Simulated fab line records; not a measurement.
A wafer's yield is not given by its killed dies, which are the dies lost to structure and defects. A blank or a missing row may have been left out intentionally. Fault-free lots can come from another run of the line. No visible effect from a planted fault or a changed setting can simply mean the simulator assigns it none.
Which of the tools did it? | flow berkeley cmos170 | at 1 step of a route of 331, 7 lots with 21 wafers sampled

== WHAT THE GAUGES READ, wafer by wafer ==
UCB170_ACTIVE_THK_MEAS_06.
lot  | measured    | on            | ACTIVE_NITRIDE_THK (nm)
L695 | day 4 11:36 | film metro-02 | 220.3 222.3 221.2
L696 | day 4 16:42 | film metro-03 | 219.1 219.1 219.2
L698 | day 4 17:47 | film metro-04 | 222.7 222.0 222.6
L699 | day 5 06:56 | film metro-03 | 219.0 219.5 218.6
L705 | day 6 17:38 | film metro-02 | 219.4 218.5 219.3
L710 | day 7 17:25 | film metro-02 | 223.3 221.9 223.9
L716 | day 9 11:54 | film metro-02 | 217.0 217.4 218.1

== WHAT TOOL EACH LOT RAN ON (gives the tool, then ch and the chambers of the sampled wafers, and finally the start) ==
There is no process step in the record ahead of these readings.

== THE ANSWER, worked out from the rows above alone ==
Rule: what is usual is taken from the lots themselves. Put in order of their means at a reading, lots are off if they are a third of the lots or fewer, leave a main group of 4 or more, and stand apart from it by a gap of 3 or more times the standard deviation of the main group's means; of several such gaps the widest counts. The tables above print the reading to a certain number of digits; a main group whose means all agree to those digits is not used. A lot without any number at a reading at which 4 lots or more have one is off too. Any other lot the step has rows for is counted as sound.
Nothing can be told from this: no lot is off at any reading shown.

== WHAT THE SIMULATOR HAD PUT IN ==
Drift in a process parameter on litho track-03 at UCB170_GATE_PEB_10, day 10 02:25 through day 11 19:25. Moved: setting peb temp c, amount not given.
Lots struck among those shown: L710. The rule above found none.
